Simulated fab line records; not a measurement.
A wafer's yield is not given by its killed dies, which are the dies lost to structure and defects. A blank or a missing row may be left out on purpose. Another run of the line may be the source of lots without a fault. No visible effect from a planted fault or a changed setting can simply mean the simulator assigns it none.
Which tool is to blame? ; flow berkeley_cmos170 ; 45 wafers from 15 lots sampled at 5 of the route's 331 steps

## WHAT THE GAUGES READ, wafer by wafer
UCB170_ACTIVE_CD_MEAS_13 targets a cd of 1200 nm.
lot;measured;on;cd_nm (nm)
L777;day 4 01:34;cd_sem-02;1198.1 1200.0 1199.4
L779;day 4 16:10;cd_sem-02;1200.7 1200.9 1202.0
L780;day 4 23:37;cd_sem-01;1197.3 1198.2 1198.1
L781;day 5 00:00;cd_sem-01;1199.7 1198.9 1199.3
L783;day 5 19:17;cd_sem-01;1201.7 1201.5 1202.5
L784;day 5 23:58;cd_sem-02;1198.2 1198.9 1199.4
L785;day 6 07:54;cd_sem-02;1200.6 1201.3 1199.4
L786;day 6 08:50;cd_sem-01;1200.8 1200.8 1200.5
L788;day 6 20:14;cd_sem-02;1198.8 1199.6 1198.6
L790;day 7 09:53;cd_sem-02;1198.8 1200.7 1200.8
L791;day 7 10:10;cd_sem-01;1171.0 1172.2 1171.3
L792;day 7 19:05;cd_sem-01;1199.7 1198.6 1200.6
L794;day 8 00:26;cd_sem-02;1176.7 1176.6 1177.6
L800;day 8 19:28;cd_sem-01;1199.6 1198.6 1199.1
L799;day 8 19:41;cd_sem-01;1181.0 1180.1 1180.7

UCB170_GATE_CD_MEAS_12 targets a cd of 350 nm.
lot;measured;on;cd_nm (nm)
L777;day 6 09:56;cd_sem-02;352.4 352.4 351.8
L779;day 6 20:32;cd_sem-02;350.4 348.8 349.3
L780;day 7 07:16;cd_sem-02;351.0 350.5 350.5
L781;day 7 07:01;cd_sem-02;351.7 350.8 350.1
L783;day 8 01:06;cd_sem-01;350.5 348.5 349.1
L784;day 8 00:53;cd_sem-01;348.8 350.1 348.9
L785;day 8 05:20;cd_sem-01;352.0 352.0 352.5
L786;day 8 05:11;cd_sem-02;351.8 350.9 350.3
L788;day 8 19:34;cd_sem-01;349.6 350.1 350.1
L790;day 9 02:56;cd_sem-02;348.4 349.9 348.5
L791;day 9 02:40;cd_sem-01;351.3 350.4 350.5
L792;day 9 12:42;cd_sem-01;349.8 348.7 349.5
L794;day 9 18:26;cd_sem-01;350.5 351.7 349.9
L800;day 10 13:32;cd_sem-02;349.8 348.9 349.1
L799;day 10 13:28;cd_sem-01;350.7 351.1 350.8

UCB170_NLDD_TW_MEAS_11.
lot;measured;on;NLDD_TW
L777;day 6 14:43;film_metro-04;2211 2207 2206
L779;day 7 00:32;film_metro-01;2238 2241 2233
L780;day 7 12:53;film_metro-01;2237 2239 2236
L781;day 7 12:38;film_metro-01;2247 2254 2239
L783;day 8 06:09;film_metro-01;2261 2266 2252
L784;day 8 05:27;film_metro-01;2270 2259 2241
L785;day 8 09:46;film_metro-04;2211 2201 2208
L786;day 8 09:11;film_metro-01;2265 2269 2272
L788;day 9 00:06;film_metro-02;2224 2217 2222
L790;day 9 07:02;film_metro-01;2251 2248 2247
L791;day 9 06:34;film_metro-04;2198 2212 2208
L792;day 9 19:14;film_metro-02;2220 2220 2224
L794;day 10 02:19;film_metro-02;2213 2206 2212
L800;day 10 19:59;film_metro-02;2208 2222 2215
L799;day 10 19:43;film_metro-02;2219 2211 2196

## EACH LOT AND THE TOOL THAT RAN IT (in order: tool; ch and the chambers of the sampled wafers; start)
lot;UCB170_ACTIVE_EXPOSE_10;UCB170_PLDD_STRIP_10
L777;krf_scanner-01 ch 0, day 4 01:11;plasma_asher-03 ch 0,1, day 6 12:35
L779;krf_scanner-02 ch 0, day 4 15:46;plasma_asher-04 ch 0,1, day 6 22:40
L780;krf_scanner-02 ch 0, day 4 23:13;plasma_asher-01 ch 0,1, day 7 10:17
L781;krf_scanner-01 ch 0, day 4 23:37;plasma_asher-03 ch 0,1, day 7 09:51
L783;krf_scanner-01 ch 0, day 5 18:53;plasma_asher-04 ch 0,1, day 8 03:38
L784;krf_scanner-02 ch 0, day 5 23:35;plasma_asher-04 ch 1, day 8 03:21
L785;krf_scanner-01 ch 0, day 6 07:17;plasma_asher-01 ch 0,1, day 8 07:45
L786;krf_scanner-01 ch 0, day 6 07:57;plasma_asher-04 ch 0,1, day 8 07:27
L788;krf_scanner-01 ch 0, day 6 19:50;plasma_asher-04 ch 0,1, day 8 22:08
L790;krf_scanner-02 ch 0, day 7 09:01;plasma_asher-04 ch 1, day 9 05:01
L791;krf_scanner-01 ch 0, day 7 09:15;plasma_asher-01 ch 0, day 9 04:43
L792;krf_scanner-02 ch 0, day 7 18:42;plasma_asher-04 ch 0,1, day 9 16:17
L794;krf_scanner-01 ch 0, day 8 00:02;plasma_asher-01 ch 0,1, day 9 21:52
L800;krf_scanner-02 ch 0, day 8 18:29;plasma_asher-01 ch 0,1, day 10 16:26
L799;krf_scanner-01 ch 0, day 8 18:44;plasma_asher-04 ch 0,1, day 10 16:02
- UCB170_ACTIVE_EXPOSE_10: exposes mask ACTIVE, target cd 1200 nm.
- UCB170_PLDD_STRIP_10: strips in O2.

## AS READ BY THE TOOLS THEMSELVES (means over the sampled wafers that have a number; for cases with no such wafer, the mark the record gives instead)
UCB170_ACTIVE_EXPOSE_10.
lot;tool;exposure_dose_mJ_cm2;focus_offset_nm (nm)
L777;krf_scanner-01;20.083;-0.2
L779;krf_scanner-02;20.069;0.0
L780;krf_scanner-02;20.078;-0.3
L781;krf_scanner-01;20.072;0.4
L783;krf_scanner-01;20.072;-0.4
L784;krf_scanner-02;20.044;0.2
L785;krf_scanner-01;20.087;-0.4
L786;krf_scanner-01;20.062;-0.5
L788;krf_scanner-01;20.050;-0.1
L790;krf_scanner-02;20.059;0.9
L791;krf_scanner-01;23.549;-0.2
L792;krf_scanner-02;20.058;-0.6
L794;krf_scanner-01;22.869;0.4
L800;krf_scanner-02;20.052;0.4
L799;krf_scanner-01;22.366;0.0

UCB170_PLDD_STRIP_10.
lot;tool;drypump_motor_current_A (A);oes_product_au (a.u.);strip_time_to_endpoint_s (s)
L777;plasma_asher-03;6.2;0.735;21.55
L779;plasma_asher-04;5.3;0.736;21.56
L780;plasma_asher-01;6.1;0.731;21.68
L781;plasma_asher-03;6.1;0.733;21.60
L783;plasma_asher-04;5.3;0.734;21.59
L784;plasma_asher-04;5.4;0.736;21.60
L785;plasma_asher-01;6.0;0.739;21.51
L786;plasma_asher-04;5.3;0.731;21.69
L788;plasma_asher-04;5.4;0.733;21.63
L790;plasma_asher-04;5.4;0.732;21.64
L791;plasma_asher-01;6.3;0.730;21.57
L792;plasma_asher-04;5.4;0.736;21.65
L794;plasma_asher-01;6.0;0.735;21.63
L800;plasma_asher-01;6.0;0.738;21.59
L799;plasma_asher-04;5.3;0.732;21.60

## THE ANSWER, worked out from the rows above alone
Rule: the usual values come from the lots themselves. The widest of any qualifying gaps counts: lots, ordered by their means at a reading, are off when they make up no more than a third of the lots, leave a main group of 4 or more, and stand apart from it by 3 or more times the standard deviation of that group's means. A main group whose means are all the same, to the digits that the tables above print for the reading, isn't used. A lot without any number at a reading at which 4 lots or more have one is off too. All remaining lots with rows at the step are treated as sound. The gauges are gone through in route order, then the tools' own readings, and for those a lot's mean is taken as printed above. At the first step where some lot is off, the reading lying furthest off is the one used; lots without a number count as furthest.
Off: L791, L794, L799 (UCB170_ACTIVE_CD_MEAS_13, cd_nm). Mean 1199.8 nm and standard deviation 1.1 in the main group.
If a tool, at a process step before that reading, ran all the lots that are off and no sound lot after the first of them, it fits. Not tried: the gauges at UCB170_ACTIVE_CD_MEAS_13; whatever is off there is also off at UCB170_ACTIVE_EXPOSE_10, on other tools, and gauge error can't account for it. One fits: krf_scanner-01 at UCB170_ACTIVE_EXPOSE_10. A fault onset in the window from L788 (day 6 19:50, its last sound lot) to L791 (day 7 09:15, its first lot off) fits.
The tool's own readings at UCB170_ACTIVE_EXPOSE_10 bear it out: on the lots that are off they differ by more than 5 times the standard deviation of the sound lots' means. exposure_dose_mJ_cm2 reads 22.928 there against 20.066 on the sound lots.

## WHAT THE SIMULATOR HAD INSERTED
Process parameters drifting: krf_scanner-01 at UCB170_ACTIVE_EXPOSE_10, beginning at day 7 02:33. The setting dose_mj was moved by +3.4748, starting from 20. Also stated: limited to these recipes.
Shown lots that were struck: L791, L794, L799. This agrees with what the rule above found.
